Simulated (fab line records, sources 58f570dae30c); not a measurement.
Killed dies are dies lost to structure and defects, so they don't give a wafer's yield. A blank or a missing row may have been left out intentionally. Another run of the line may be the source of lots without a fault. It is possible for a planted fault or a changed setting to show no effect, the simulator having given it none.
fab line records	flow berkeley_cmos170
[record] lots = 10	wafers = 30	last_day = 12
route steps=331 shown NVT@112 PVT@121 NLDD@165 CONTACT@217
lots that met no fault: taken from a fault-free run of the same line
start_h: start of the lot's first displayed wafer, in hours after the record's first day	wait_h: time in hours since the lot's previous step	" the same as in the row above	L1.1+2: one row covering several wafers at once	- value missing, or start not given	* or withheld: withheld	< > ~ a bound
route shown NAME@n: a module of which the file shows steps, and the number in the route of the first	usual: mean and standard deviation over wafers with no fault	same: alike in all rows	chamber/n: place in a boat	sites: each site's reading	_std_site: standard deviation across them	_edge_site: mean of outer sites minus mean of inner sites	radius_mm: how far each site lies from the wafer's centre	mask NAME#n: copy n	behind: the most recent tool/chamber to have shaped the wafer	hold: why the lot went on hold/how many hours it stayed there/how the hold came to an end	device: which transistor (n, p or np) failed to switch	end of line: tests of these same wafers at the route's end	a step given without rows: its recipe and nothing more	killed: not the wafer's yield, but the dies lost to structure and defects at the first sort	map: dies across one wafer; x = killed, . = not, _ = none there
set.NAME: the setting that was run; set.NAME@STEP: the one run at that earlier step	model.NAME: the simulator's own value behind a step, which no gauge read
steps of the route over a sample of lots; a table a step, a row a wafer
services: from which hour (start_h, from the record's first day; less than 0 if before it) a tool's chamber was out of use, for how many hours, and why
[[steps]]
[step UCB170_NVT_STRIP_08]
[recipe] chemistry = O2	power_w = 400	pressure_mtorr = 3500	platen_temp_c = withheld	o2_flow_sccm = 400	overash_fraction = 0.5
[usual] drypump_motor_current_A = 5.1/0.44	oes_product_au = 0.734/0.0045	strip_time_to_endpoint_s = 21.62/0.062
lot.wafer	tool	chamber	start_h	wait_h	drypump_motor_current_A	oes_product_au	rf_hours_counter_h	strip_time_to_endpoint_s
L542.2	plasma_asher-01	0	125.97	0.1	5.3	0.735	42	21.62
L542.3	"	1	"	"	4.6	0.730	-	21.63
L542.5	"	1	"	"	4.6	0.728	-	21.68
L539.2	plasma_asher-03	0	126.52	0.1	4.9	0.729	32	21.67
L539.5	"	0	"	"	4.9	0.738	-	21.63
L539.6	"	1	"	"	4.9	0.732	-	21.60
L540.1	plasma_asher-01	1	126.59	0.1	4.6	0.732	43	21.65
L540.2	"	0	"	"	5.3	0.731	43	21.59
L540.3	"	1	"	"	4.6	0.738	-	21.65
L547.3	plasma_asher-03	0	149.16	0.1	4.9	0.727	-	21.59
L547.5	"	1	"	"	4.9	0.731	-	21.60
L547.6	"	0	"	"	4.9	0.732	-	21.69
L561.2	plasma_asher-02	0	215.77	0.1	5.8	0.735	11	21.57
L561.4	"	1	"	"	6.0	0.740	-	21.48
L561.5	"	1	"	"	6.0	0.730	-	21.52
L560.2	plasma_asher-01	1	216.04	0.1	4.6	0.738	51	21.45
L560.4	"	1	"	"	4.6	0.734	-	21.58
L560.5	"	0	"	"	5.3	0.734	-	21.60
L558.1	plasma_asher-03	1	216.13	0.1	4.9	0.736	42	21.64
L558.2	"	0	"	"	5.0	0.728	42	21.63
L558.4	"	1	"	"	4.9	0.734	-	21.54
L557.4	plasma_asher-02	1	216.40	0.1	6.0	0.737	-	21.54
L557.5	"	1	"	"	6.0	0.732	-	21.61
L557.6	"	0	"	"	5.8	0.736	-	21.51
L559.1	plasma_asher-01	1	216.48	0.1	4.6	0.735	51	21.66
L559.3	"	0	"	"	5.3	0.731	-	21.67
L559.5	"	0	"	"	5.3	0.733	-	21.61
L562.1	plasma_asher-01	0	229.03	0.1	5.3	0.736	53	21.70
L562.3	"	0	"	"	5.2	0.743	-	21.75
L562.5	"	1	"	"	4.6	0.739	-	21.69
[step UCB170_PVT_OVL_MEAS_06]
[usual] PVT_OVL = -2/6.7
lot.wafer	tool	chamber	start_h	wait_h	PVT_OVL[nm]
L542.2	overlay-02	-	129.58	-	2
L542.3	"	-	"	"	-2
L542.5	"	-	"	"	3
L539.2	overlay-01	-	129.86	-	-15
L539.5	"	-	"	"	-13
L539.6	"	-	"	"	-8
L540.1	overlay-02	-	130.13	-	5
L540.2	"	-	"	"	-3
L540.3	"	-	"	"	4
L547.3	overlay-01	-	151.20	-	4
L547.5	"	-	"	"	7
L547.6	"	-	"	"	4
L561.2	overlay-01	-	219.79	-	6
L561.4	"	-	"	"	2
L561.5	"	-	"	"	3
L558.1	overlay-02	-	219.89	-	4
L558.2	"	-	"	"	-3
L558.4	"	-	"	"	3
L557.4	overlay-01	-	220.00	-	0
L557.5	"	-	"	"	0
L557.6	"	-	"	"	7
L560.2	overlay-02	-	220.07	-	-12
L560.4	"	-	"	"	-9
L560.5	"	-	"	"	-2
L559.1	overlay-01	-	220.44	-	6
L559.3	"	-	"	"	7
L559.5	"	-	"	"	12
L562.1	overlay-02	-	230.59	-	-5
L562.3	"	-	"	"	-6
L562.5	"	-	"	"	-7
[step UCB170_NLDD_OVL_MEAS_07]
[usual] NLDD_OVL = 1/6.4
lot.wafer	tool	chamber	start_h	wait_h	NLDD_OVL[nm]
L542.2	overlay-01	-	149.42	0.1	4
L542.3	"	-	"	"	-1
L542.5	"	-	"	"	-2
L539.2	overlay-01	-	149.95	0.1	12
L539.5	"	-	"	"	6
L539.6	"	-	"	"	12
L540.1	overlay-02	-	150.13	0.1	-7
L540.2	"	-	"	"	-5
L540.3	"	-	"	"	-6
L547.3	overlay-01	-	165.27	0.1	-3
L547.5	"	-	"	"	-6
L547.6	"	-	"	"	-7
L558.1	overlay-01	-	237.17	0.1	-3
L558.2	"	-	"	"	-2
L558.4	"	-	"	"	-10
L557.4	overlay-01	-	238.21	0.1	11
L557.5	"	-	"	"	3
L557.6	"	-	"	"	9
L561.2	overlay-02	-	238.33	0.1	4
L561.4	"	-	"	"	7
L561.5	"	-	"	"	4
L559.1	overlay-02	-	238.47	0.1	9
L559.3	"	-	"	"	4
L559.5	"	-	"	"	7
L560.2	overlay-01	-	238.68	0.1	-5
L560.4	"	-	"	"	-1
L560.5	"	-	"	"	0
L562.1	overlay-02	-	248.07	0.1	-14
L562.3	"	-	"	"	-9
L562.5	"	-	"	"	-6
[step UCB170_CONTACT_CVD_01]
[recipe] material = PSG	target_thk_nm = 700	temp_c = 450	precursor = SiH4/O2/PH3	time_s = 2820	pressure_mtorr = 300	sih4_flow_sccm = 60	o2_flow_sccm = 90	ph3_flow_sccm = 25
[usual] o2_flow_sccm = 90.02/0.27
lot.wafer	tool	chamber	start_h	wait_h	o2_flow_sccm
L539.2	lpcvd-02	1	161.67	0.0	90.35
L539.5	"	1	"	"	90.08
L539.6	"	1	"	"	90.38
L542.2	lpcvd-01	0	161.87	0.0	135.10
L542.3	"	0	"	"	135.52
L542.5	"	0	"	"	134.65
L540.1	lpcvd-01	0	163.65	1.5	135.10
L540.2	"	0	"	"	135.29
L540.3	"	0	"	"	135.34
L547.3	lpcvd-02	0	176.29	1.8	89.96
L547.5	"	0	"	"	89.97
L547.6	"	0	"	"	89.76
L561.2	lpcvd-01	1	250.72	0.0	89.90
L561.4	"	1	"	"	89.99
L561.5	"	1	"	"	90.24
L557.4	lpcvd-02	0	250.84	0.0	89.77
L557.5	"	0	"	"	89.93
L557.6	"	0	"	"	89.75
L558.1	lpcvd-02	1	252.63	0.8	90.36
L558.2	"	1	"	"	89.76
L558.4	"	1	"	"	89.88
L559.1	lpcvd-02	0	252.63	0.1	89.81
L559.3	"	0	"	"	89.47
L559.5	"	0	"	"	89.75
L560.2	lpcvd-02	0	252.63	0.3	89.67
L560.4	"	0	"	"	90.30
L560.5	"	0	"	"	90.09
L562.1	lpcvd-01	1	260.77	0.0	90.04
L562.3	"	1	"	"	90.29
L562.5	"	1	"	"	89.98
[step UCB170_CONTACT_THK_MEAS_02]
[recipe] reads = PSG_of_CONTACT_CVD_01
[usual] CONTACT_PSG_THK = 699/6
lot.wafer	tool	chamber	start_h	wait_h	CONTACT_PSG_THK[nm]
L542.2	film_metro-02	-	163.66	0.0	882
L542.3	"	-	"	"	885
L542.5	"	-	"	"	880
L539.2	film_metro-01	-	164.36	0.0	705
L539.5	"	-	"	"	704
L539.6	"	-	"	"	704
L540.1	film_metro-04	-	165.44	0.0	877
L540.2	"	-	"	"	871
L540.3	"	-	"	"	883
L547.3	film_metro-02	-	178.09	0.0	702
L547.5	"	-	"	"	704
L547.6	"	-	"	"	704
L557.4	film_metro-04	-	252.66	0.0	692
L557.5	"	-	"	"	696
L557.6	"	-	"	"	695
L561.2	film_metro-04	-	253.41	0.0	707
L561.4	"	-	"	"	698
L561.5	"	-	"	"	702
L558.1	film_metro-02	-	254.41	0.0	694
L558.2	"	-	"	"	691
L558.4	"	-	"	"	700
L559.1	film_metro-01	-	254.41	0.0	698
L559.3	"	-	"	"	693
L559.5	"	-	"	"	691
L560.2	film_metro-04	-	254.42	0.0	688
L560.4	"	-	"	"	686
L560.5	"	-	"	"	690
L562.1	film_metro-04	-	262.55	0.0	693
L562.3	"	-	"	"	697
L562.5	"	-	"	"	697
[step UCB170_CONTACT_ETCH_18]
[recipe] chemistry = CHF3/CF4/Ar	target = PSG	stop_on = TiSi2	CHF3_flow_sccm = 45	cf4_flow_sccm = 15	Ar_flow_sccm = 150	pressure_mtorr = 200	rf_w = 700	target_depth_a = 8400	over_etch_frac = 0.2	time_s = 195
[usual] drypump_motor_current_A = 5.6/0.51	oes_product_au = 0.894/0.015	throttle_valve_pct = 6.90/0.07
lot.wafer	tool	chamber	start_h	wait_h	drypump_motor_current_A	oes_product_au	rf_hours_counter_h	throttle_valve_pct
L542.2	rie_diel-04	0	-	-	6.3	1.028	52	6.98
L542.3	"	1	"	"	5.9	1.015	99	6.92
L542.5	"	3	"	"	5.3	1.008	-	6.86
L539.2	rie_diel-02	1	-	-	4.8	0.901	149	6.74
L539.5	"	0	"	"	4.9	0.893	-	6.98
L539.6	"	3	"	"	5.0	0.874	-	6.86
L540.1	rie_diel-04	2	-	-	5.8	0.978	0	6.91
L540.2	"	0	"	"	6.3	1.017	52	6.99
L540.3	"	1	"	"	6.0	1.016	99	6.91
L547.3	rie_diel-02	3	-	-	5.0	0.866	58	6.85
L547.5	"	2	"	"	5.0	0.908	-	7.01
L547.6	"	0	"	"	4.8	0.897	-	6.98
L557.4	rie_diel-01	1	-	-	5.6	0.867	21	6.82
L557.5	"	3	"	"	6.4	0.880	-	6.92
L557.6	"	0	"	"	5.7	0.900	-	6.80
L561.2	rie_diel-02	2	-	-	5.0	0.908	13	7.00
L561.4	"	0	"	"	4.9	0.895	-	6.98
L561.5	"	3	"	"	5.0	0.868	-	6.86
L560.2	rie_diel-01	0	-	-	5.7	0.884	129	6.80
L560.4	"	2	"	"	5.9	0.903	56	6.91
L560.5	"	0	"	"	5.7	0.895	-	6.78
L559.1	rie_diel-04	2	-	-	5.8	0.886	5	6.92
L559.3	"	1	"	"	6.0	0.894	103	6.91
L559.5	"	1	"	"	6.0	0.905	-	6.93
L558.1	rie_diel-02	3	-	-	5.0	0.852	62	6.86
L558.2	"	2	"	"	5.0	0.892	13	6.99
L558.4	"	3	"	"	5.0	0.870	-	6.85
L562.1	rie_diel-01	2	-	-	5.9	0.916	57	6.90
L562.3	"	3	"	"	6.4	0.881	22	6.94
L562.5	"	2	"	"	5.9	0.921	-	6.92
[[services]]
tool	chamber	start_h	hours	kind
plasma_asher-02	-	108.75	9.0	pm
plasma_asher-02	0	108.75	9.0	vent_cycle
plasma_asher-02	1	108.75	9.0	vent_cycle
rie_diel-04	-	116.08	14.6	pm
plasma_asher-02	0	117.75	-	clean
plasma_asher-02	1	117.75	-	clean
rie_diel-04	2	145.19	-	clean
rie_diel-04	2	145.19	22.3	scheduled_down
rie_diel-04	2	145.19	22.3	vent_cycle
plasma_asher-01	-	176.79	3.4	repair
rie_diel-02	1	179.85	-	clean
rie_diel-02	1	179.85	18.8	scheduled_down
rie_diel-02	1	179.85	18.8	vent_cycle
lpcvd-01	-	188.44	6.0	pm
rie_diel-04	3	189.82	8.7	repair
rie_diel-02	3	207.45	8.0	repair
plasma_asher-01	-	211.97	2.7	repair
rie_diel-04	1	225.07	9.6	repair
rie_diel-04	-	231.33	0.4	repair
[[key]]
[first_sign] step = UCB170_CONTACT_CVD_01	reading = o2_flow_sccm	direction = up	sigmas = 99+	usual = 90.02	struck = 135.17
[effect] step = UCB170_CONTACT_THK_MEAS_02	reading = CONTACT_PSG_THK	direction = up	sigmas = 30	usual = 699	struck = 880
[effect] step = UCB170_CONTACT_ETCH_18	reading = oes_product_au	direction = up	sigmas = 7.6	usual = 0.894	struck = 1.010
met_at UCB170_CONTACT_CVD_01
struck_lots L540,L542
struck_wafers L540.1,L540.2,L540.3,L542.2,L542.3,L542.5
later_rows_left_out L540.3,L542.3
sort_left_out L540.1,L540.2,L540.3,L542.2,L542.3,L542.5
tester_left_out L540,L542
not_acting_at UCB170_NVT_STRIP_08,UCB170_PVT_OVL_MEAS_06,UCB170_NLDD_OVL_MEAS_07
[fault] kind = process_parameter_drift	tool = lpcvd-01	chamber = 0	onset_h = 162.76	steps = UCB170_CONTACT_CVD_01	channel = o2_flow_sccm	offset = 45	shape = step	end_h = 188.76	stated = 90
// tester_left_out: of these lots the tester's yield and bins aren't shown, on N5 and GAA mostly nor the transistor test; their killed dies are dies lost to structure and defects alone, not to doping, threshold or leakage, so they don't give the yield
// sort_left_out: the simulated sort isn't trusted on such a fault, so these wafers' sort isn't shown, and their yield isn't known
// later_rows_left_out: the simulator's readings of these wafers behind a module that went badly wrong aren't trusted and aren't shown, but for the sort
